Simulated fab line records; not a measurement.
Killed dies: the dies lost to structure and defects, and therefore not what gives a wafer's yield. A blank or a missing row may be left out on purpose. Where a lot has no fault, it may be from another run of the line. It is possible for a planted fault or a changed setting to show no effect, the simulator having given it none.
Check of tool commonality -- flow ritCmos -- Sample size 14 lots and 42 wafers

WHAT PROMPTED THE OPENING
RIT_PRETRO_TW_MEAS_10, reading PRETRO_TW: flagged on 2 of 14 lots. No-fault wafers: 471, standard deviation 3.3.
Rule: a lot is flagged when every wafer of it that has a number lies more than 4 standard deviations from that mean, or none has a number. As for the other lots, they are considered sound.

lot,measured,on,"PRETRO_TW, wafer by wafer",flag
L530,day 2 08:35,filmMetro-03,466 463 466,
L532,day 2 18:40,filmMetro-01,473 473 473,
L534,day 3 04:13,filmMetro-01,475 474 473,
L535,day 3 09:15,filmMetro-01,471 473 471,
L536,day 3 14:53,filmMetro-01,472 472 473,
L537,day 3 20:14,filmMetro-02,472 474 472,
L539,day 4 04:38,filmMetro-02,411 409 411,FLAGGED
L542,day 4 19:46,filmMetro-02,411 413 411,FLAGGED
L543,day 5 01:59,filmMetro-02,468 471 468,
L544,day 5 05:55,filmMetro-01,471 473 474,
L545,day 5 13:30,filmMetro-02,474 470 470,
L547,day 5 22:28,filmMetro-03,464 467 467,
L551,day 6 16:41,filmMetro-02,471 473 475,
L553,day 7 02:32,filmMetro-02,475 472 474,
The numbers of the flagged lots are 411 on average: -60 against the usual, or -18 standard deviations.

WHICH TOOL EACH LOT WENT THROUGH
The record holds 1 process step before the reading, out of a route of 202 steps. In each cell: the tool, then ch and the chambers that the sampled wafers went through, then the start.
lot,flag,RIT_PRETRO_IMPLANT_08
L530,,"implanter-01 ch 0, day 2 08:19"
L532,,"implanter-03 ch 0, day 2 18:23"
L534,,"implanter-03 ch 0, day 3 03:55"
L535,,"implanter-03 ch 0, day 3 08:56"
L536,,"implanter-03 ch 0, day 3 14:35"
L537,,"implanter-04 ch 0, day 3 19:55"
L539,FLAGGED,"implanter-03 ch 0, day 4 04:20"
L542,FLAGGED,"implanter-03 ch 0, day 4 19:28"
L543,,"implanter-01 ch 0, day 5 01:41"
L544,,"implanter-04 ch 0, day 5 05:36"
L545,,"implanter-01 ch 0, day 5 13:03"
L547,,"implanter-01 ch 0, day 5 22:08"
L551,,"implanter-04 ch 0, day 6 16:24"
L553,,"implanter-01 ch 0, day 7 02:15"
What is done by these steps:
- RIT_PRETRO_IMPLANT_08
- RIT_PRETRO_TW_MEAS_10

FLAGGED OVER TOTAL, TOOL BY TOOL (the gauges that took the reading come last)
step,tool,lots run,flagged,share of the flagged lots,sound lots run after its first flagged lot
RIT_PRETRO_IMPLANT_08,implanter-01,5,0,none,-
RIT_PRETRO_IMPLANT_08,implanter-03,6,2,all,0
RIT_PRETRO_IMPLANT_08,implanter-04,3,0,none,-
RIT_PRETRO_TW_MEAS_10,filmMetro-01,5,0,none,-
RIT_PRETRO_TW_MEAS_10,filmMetro-02,7,2,all,"4 (L543,L545,L551,L553)"
RIT_PRETRO_TW_MEAS_10,filmMetro-03,2,0,none,-

THE TABLE: WHAT IT ALLOWS
Rows of the table that ran all the flagged lots, 2 in number: implanter-03 at RIT_PRETRO_IMPLANT_08; filmMetro-02 at RIT_PRETRO_TW_MEAS_10.
- implanter-03 at RIT_PRETRO_IMPLANT_08: 2 of its 6 lots flagged. A fault beginning between L536 (day 3 14:35), its last sound lot, and L539 (day 4 04:20), its first flagged one, fits the data. Its own readings (doseIonsCm2, faradayCurrentUA) fall more than 4 standard deviations out on all wafers of the flagged lots.
- filmMetro-02 at RIT_PRETRO_TW_MEAS_10: 2 of its 7 lots flagged. Lots that were sound ran on it after the first flagged one (L543, L545, L551, L553); a persistent fault on the entire tool would not allow that.
Just one tool remains: implanter-03 at RIT_PRETRO_IMPLANT_08.

WHAT THE SIMULATOR HAD INSERTED
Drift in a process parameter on implanter-03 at RIT_PRETRO_IMPLANT_08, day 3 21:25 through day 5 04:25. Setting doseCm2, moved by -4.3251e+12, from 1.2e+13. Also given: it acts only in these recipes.
Struck lots among those shown: L539, L542. The rule given above showed the same thing.
